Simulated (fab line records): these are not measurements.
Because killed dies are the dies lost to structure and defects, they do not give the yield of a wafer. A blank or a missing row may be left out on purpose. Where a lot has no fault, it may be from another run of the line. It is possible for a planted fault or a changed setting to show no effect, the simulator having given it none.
Which tool is to blame? | flow berkeley_cmos170 | route of 331 steps, sampled at 1 step: 15 lots, 45 wafers

== WHAT EACH GAUGE READ, for each wafer ==
The record lacks any reading of a measuring or inspecting step that a usual standard deviation could be used to judge.

== WHAT TOOL EACH LOT RAN ON (gives the tool, then ch and the chambers of the sampled wafers, and finally the start) ==
lot  | UCB170_CONTACT_EXPOSE_12
L740 | krf_scanner-02 ch 0, day 7 01:53
L742 | krf_scanner-02 ch 0, day 7 15:50
L745 | krf_scanner-02 ch 0, day 8 09:46
L744 | krf_scanner-02 ch 0, day 8 10:15
L748 | krf_scanner-01 ch 0, day 9 01:24
L752 | krf_scanner-01 ch 0, day 9 14:38
L750 | krf_scanner-01 ch 0, day 9 15:59
L753 | krf_scanner-02 ch 0, day 9 16:22
L756 | krf_scanner-01, day 10 10:25
L758 | krf_scanner-01, day 10 23:42
L759 | krf_scanner-02, day 11 06:35
L760 | krf_scanner-02 ch 0, day 11 10:30
L761 | krf_scanner-02 ch 0, day 11 10:35
L762 | krf_scanner-02 ch 0, day 11 15:19
L763 | krf_scanner-02 ch 0, day 11 17:41
- UCB170_CONTACT_EXPOSE_12: exposes mask CONT, target cd 700 nm.

== AS READ BY THE TOOLS THEMSELVES (means over the sampled wafers that have a number; for cases with no such wafer, the mark the record gives instead) ==
UCB170_CONTACT_EXPOSE_12.
lot  | tool           | exposure_dose_mJ_cm2 | focus_offset_nm (nm) | reticle_temp_C (C)
L740 | krf_scanner-02 | 34.98                | 0.1                  | 23.07
L742 | krf_scanner-02 | 34.93                | -0.2                 | 23.11
L745 | krf_scanner-02 | 35.02                | 0.3                  | 22.94
L744 | krf_scanner-02 | 34.94                | -0.1                 | 23.13
L748 | krf_scanner-01 | 35.00                | -0.5                 | 23.16
L752 | krf_scanner-01 | 35.03                | 0.4                  | 23.10
L750 | krf_scanner-01 | 34.99                | 0.3                  | 22.95
L753 | krf_scanner-02 | 34.98                | 0.3                  | 22.96
L756 | krf_scanner-01 | -                    | -                    | -
L758 | krf_scanner-01 | -                    | -                    | -
L759 | krf_scanner-02 | -                    | -                    | -
L760 | krf_scanner-02 | 35.05                | 0.4                  | 23.07
L761 | krf_scanner-02 | 34.99                | 0.2                  | 22.93
L762 | krf_scanner-02 | 34.99                | -0.2                 | 22.89
L763 | krf_scanner-02 | 34.96                | 0.8                  | 23.08

== THE ANSWER, worked out from the rows above alone ==
Rule: usual is defined by the lots themselves. The widest of any qualifying gaps counts: lots, ordered by their means at a reading, are off when they make up no more than a third of the lots, leave a main group of 4 or more, and stand apart from it by 3 or more times the standard deviation of that group's means. Not used: any main group whose means are identical at the precision the tables above print for the reading. Also off: a lot with no number at a reading for which 4 or more lots have one. Any other lot the step has rows for is counted as sound. First the gauges in route order, then the tools' own readings, where a lot's mean is used as printed above. The first step at which some lot is off is used, and at that step the reading that is off furthest; a lot without a number counts as furthest.
Off: L756, L758, L759, at UCB170_CONTACT_EXPOSE_12 (exposure_dose_mJ_cm2). Without a number there: L756, L758, L759. The main group: mean 34.99, standard deviation 0.033.
If a tool, at that step or one of the process steps before it, ran each lot that is off and ran no sound lot following the first of them, it fits. None of those tried fits.

== WHAT THE SIMULATOR HAD PUT IN ==
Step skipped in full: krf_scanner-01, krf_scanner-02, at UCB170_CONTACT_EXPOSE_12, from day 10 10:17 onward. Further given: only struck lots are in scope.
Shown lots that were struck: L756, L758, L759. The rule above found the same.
